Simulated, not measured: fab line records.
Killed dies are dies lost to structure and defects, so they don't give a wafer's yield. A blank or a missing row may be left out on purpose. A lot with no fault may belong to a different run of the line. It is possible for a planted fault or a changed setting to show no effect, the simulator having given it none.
A single fault, viewed from 2 desks + flow berkeley cmos170 + each desk holds nothing but its own numbers, with what lay behind them at the end

THE METROLOGY DESK
Lot by lot, what the gauges showed, no matter which tool ran the lot: averages of those sampled wafers that carry a number. If a lot's mean is further than 4 standard deviations from the usual mean, the lot is out of limits and carries the mark OUT (the distance appears in the brackets).
Columns: A = M1_AL_RS at UCB170_M1_RS_MEAS_01, usual 0.0482 ohm/sq; B = cd nm at UCB170_M1_CD_MEAS_90, usual 700.3 nm
| lot  | first seen here | A      | B     |
|------|-----------------|--------|-------|
| L789 | day 8 19:19     | 0.0485 | 700.0 |
| L791 | day 8 22:23     | 0.0484 | 702.9 |
| L790 | day 8 23:08     | 0.0482 | 698.5 |
| L794 | day 9 11:17     | 0.0489 | 703.0 |
| L793 | day 9 13:14     | 0.0482 | 701.1 |
| L792 | day 9 13:33     | 0.0492 | 702.4 |
| L798 | day 10 07:00    | 0.0486 | 702.1 |
| L797 | day 10 07:42    | 0.0476 | 697.7 |
| L796 | day 10 13:44    | 0.0477 | 697.3 |
| L801 | day 11 01:51    | 0.0479 | 700.9 |
| L804 | day 11 14:01    | 0.0476 | 700.2 |
| L810 | day 12 17:25    | 0.0476 | 705.3 |
| L811 | day 12 19:07    | 0.0487 | 702.0 |
| L812 | day 13 02:30    | 0.0480 | 706.4 |
Result from this desk: across the 14 lots, nothing is out of limits.

AT THE TOOL OWNER'S DESK: rie metal-01
The tool's own readings at UCB170_M1_METAL_ETCH_12 (etches Al in Cl2/BCl3, stops on PSG, target depth 780 nm, time 130 s): means of the sampled wafers that have a number, for each lot that ran on this tool. If a lot's mean is further than 4 standard deviations from the usual mean, the lot is out of limits and carries the mark OUT (the distance appears in the brackets).
Columns: A = drypump motor current A at UCB170_M1_METAL_ETCH_12, usual 5.64 A; B = oes product au at UCB170_M1_METAL_ETCH_12, usual 0.863 a.u.; C = throttle valve pct at UCB170_M1_METAL_ETCH_12, usual 24.52 %
| lot  | first seen here | A    | B                | C     |
|------|-----------------|------|------------------|-------|
| L797 | day 10 09:59    | 5.86 | 0.876            | 24.53 |
| L796 | day 10 16:10    | 5.87 | 0.871            | 24.53 |
| L801 | day 11 04:41    | 5.92 | 0.873            | 24.67 |
| L804 | day 11 16:05    | 5.75 | 0.849            | 24.27 |
| L810 | day 12 18:59    | 5.81 | 0.792 (-4.7) OUT | 24.45 |
| L812 | day 13 03:59    | 5.87 | 0.833            | 24.55 |
Finding of this desk: L810 out of limits; the first was L810 at day 12 18:59, on oes product au at UCB170_M1_METAL_ETCH_12. Within limits: L797, L796, L801, L804, L812.

ALL TOGETHER
At day 12 18:59, on L810, the tool owner's desk was in a position to raise an alarm.
Nothing out of limits was seen by the metrology desk.
The metrology desk holds a record of L810, inside its limits.
The lots listed all ran UCB170_M1_METAL_ETCH_12 on rie metal-01.

WHAT HAD BEEN PUT IN BY THE SIMULATOR
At UCB170_M1_METAL_ETCH_12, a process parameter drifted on rie metal-01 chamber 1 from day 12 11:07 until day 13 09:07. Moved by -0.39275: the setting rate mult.
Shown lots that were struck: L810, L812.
Delay in hours, fault start to first out-of-limits reading, by desk: the tool owner's desk at 8.
